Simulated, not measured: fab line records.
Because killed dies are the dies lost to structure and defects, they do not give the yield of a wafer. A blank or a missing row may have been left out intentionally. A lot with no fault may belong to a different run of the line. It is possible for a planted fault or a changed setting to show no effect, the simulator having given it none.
Which tool is to blame?    flow rit-cmos    21 wafers from 7 lots sampled at 2 of the route's 202 steps

## WHAT EACH GAUGE READ, for each wafer
RIT_NWELL_TW_MEAS_10.
lot   measured     on             NWELL_TW
L513  day 2 05:15  film-metro-04  2138 2152 2139
L515  day 2 12:45  film-metro-01  2173 2174 2178
L518  day 3 03:41  film-metro-01  1870 1861 1854
L521  day 3 18:59  film-metro-01  2175 2167 2169
L527  day 5 01:34  film-metro-04  2145 2144 2141
L531  day 5 22:47  film-metro-02  2109 2107 2116
L535  day 6 17:35  film-metro-04  2156 2152 2155

## WHICH TOOL RAN EACH LOT (tool, then ch and the chambers of the sampled wafers, then the start)
lot   RIT_NWELL_IMPLANT_08
L513  implanter-03 ch 0, day 2 04:58
L515  implanter-03 ch 0, day 2 12:26
L518  implanter-03 ch 0, day 3 03:22
L521  implanter-02 ch 0, day 3 18:40
L527  implanter-02 ch 0, day 5 01:14
L531  implanter-02 ch 0, day 5 22:29
L535  implanter-02 ch 0, day 6 17:19
- RIT_NWELL_IMPLANT_08

## THE ANSWER, worked out from the rows above alone
Rule: the usual values come from the lots themselves. Put in order of their means at a reading, lots are off if they are a third of the lots or fewer, leave a main group of 4 or more, and stand apart from it by a gap of 3 or more times the standard deviation of the main group's means; of several such gaps the widest counts. The tables above print the reading to a certain number of digits; a main group whose means all agree to those digits is not used. Also off: a lot with no number at a reading for which 4 or more lots have one. Any other lot the step has rows for is counted as sound.
Off: L518, seen at RIT_NWELL_TW_MEAS_10 (NWELL_TW). The main group has a mean of 2149 with a standard deviation of 21.
If a tool, at a process step before that reading, ran all the lots that are off and no sound lot after the first of them, it fits. The gauges at RIT_NWELL_TW_MEAS_10 are tried like those tools. One fits: RIT_NWELL_IMPLANT_08 on implanter-03. A fault onset in the window from L515 (day 2 12:26, its last sound lot) to L518 (day 3 03:22, its first lot off) fits.

## WHAT THE SIMULATOR HAD PUT IN
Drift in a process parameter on implanter-03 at RIT_NWELL_IMPLANT_08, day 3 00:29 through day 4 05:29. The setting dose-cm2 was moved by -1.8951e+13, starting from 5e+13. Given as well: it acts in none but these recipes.
Struck lots among those shown: L518. The same result came from the rule above.
